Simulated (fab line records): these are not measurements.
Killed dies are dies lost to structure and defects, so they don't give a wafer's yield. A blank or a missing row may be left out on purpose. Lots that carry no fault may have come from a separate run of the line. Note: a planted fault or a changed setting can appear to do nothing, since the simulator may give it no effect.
Shared-tool check ; flow berkeley cmos170 ; 42 wafers sampled across 14 lots

## WHAT PROMPTED THE OPENING
Of 14 lots, 2 have the reading PFIELD_TW flagged at UCB170_PFIELD_TW_MEAS_09. Wafers without a fault read 602, standard deviation 3.5.
Rule: a lot gets a flag if all its wafers with a number sit over 4 standard deviations from that mean, or if no wafer of it has a number. All remaining lots are regarded as sound.

lot;measured;on;PFIELD_TW, wafer by wafer;flag
L516;day 5 05:41;film metro-03;601 601 600;
L517;day 5 06:34;film metro-02;598 600 600;
L519;day 5 10:46;film metro-02;603 597 598;
L518;day 5 10:50;film metro-04;604 602 598;
L520;day 5 11:02;film metro-04;598 600 601;
L522;day 6 11:55;film metro-04;603 600 603;
L521;day 6 12:18;film metro-02;605 600 605;
L527;day 7 02:25;film metro-03;607 605 604;
L530;day 7 11:59;film metro-04;633 632 635;FLAGGED
L528;day 7 16:38;film metro-03;633 633 635;FLAGGED
L533;day 9 07:01;film metro-02;599 598 602;
L536;day 9 07:17;film metro-03;604 604 605;
L537;day 9 11:52;film metro-03;601 604 606;
L538;day 9 23:14;film metro-02;596 598 597;
The numbers of the flagged lots are 634 on average: +32 against the usual, or +9 standard deviations.

## EACH LOT AND THE TOOL IT RAN ON
The record keeps 1 process step preceding the reading, out of 331 steps on the route. Read each cell as the tool, then ch plus the chambers that the sampled wafers visited, then the start.
lot;flag;UCB170_PFIELD_IMPLANT_07
L516;;implanter-01 ch 0, day 5 05:26
L517;;implanter-01 ch 0, day 5 06:19
L519;;implanter-01 ch 0, day 5 10:31
L518;;implanter-04 ch 0, day 5 10:36
L520;;implanter-02 ch 0, day 5 10:48
L522;;implanter-02 ch 0, day 6 11:39
L521;;implanter-01 ch 0, day 6 12:04
L527;;implanter-04 ch 0, day 7 02:10
L530;FLAGGED;implanter-01 ch 0, day 7 11:44
L528;FLAGGED;implanter-01 ch 0, day 7 16:23
L533;;implanter-04 ch 0, day 9 06:46
L536;;implanter-02 ch 0, day 9 07:02
L537;;implanter-02 ch 0, day 9 11:38
L538;;implanter-02 ch 0, day 9 22:59
What is done by these steps:
- UCB170_PFIELD_IMPLANT_07
- UCB170_PFIELD_TW_MEAS_09

## FLAGGED AGAINST TOTAL, ONE TOOL AT A TIME (gauges that did the reading follow at the end)
step;tool;lots run;flagged;share of the flagged lots;sound lots run after its first flagged lot
UCB170_PFIELD_IMPLANT_07;implanter-01;6;2;all;0
UCB170_PFIELD_IMPLANT_07;implanter-02;5;0;none;-
UCB170_PFIELD_IMPLANT_07;implanter-04;3;0;none;-
UCB170_PFIELD_TW_MEAS_09;film metro-02;5;0;none;-
UCB170_PFIELD_TW_MEAS_09;film metro-03;5;1;some;2 (L536,L537)
UCB170_PFIELD_TW_MEAS_09;film metro-04;4;1;some;0

## THE TABLE: WHAT IT ALLOWS
In the table, 1 row covers all flagged lots: implanter-01 at UCB170_PFIELD_IMPLANT_07.
- implanter-01 at UCB170_PFIELD_IMPLANT_07 ran 6 lots, 2 of them flagged. Its last sound lot is L521 (day 6 12:04), its first flagged lot L530 (day 7 11:44): a fault that began between those two fits. Its own readings lie more than 4 standard deviations out on every wafer of the flagged lots: dose ions cm2, faraday current uA.
Left over: one tool, implanter-01 at UCB170_PFIELD_IMPLANT_07.

## WHAT THE SIMULATOR PUT IN
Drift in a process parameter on implanter-01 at UCB170_PFIELD_IMPLANT_07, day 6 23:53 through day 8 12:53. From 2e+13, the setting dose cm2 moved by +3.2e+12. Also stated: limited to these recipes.
Struck lots among those shown: L530, L528. The rule given above showed the same thing.
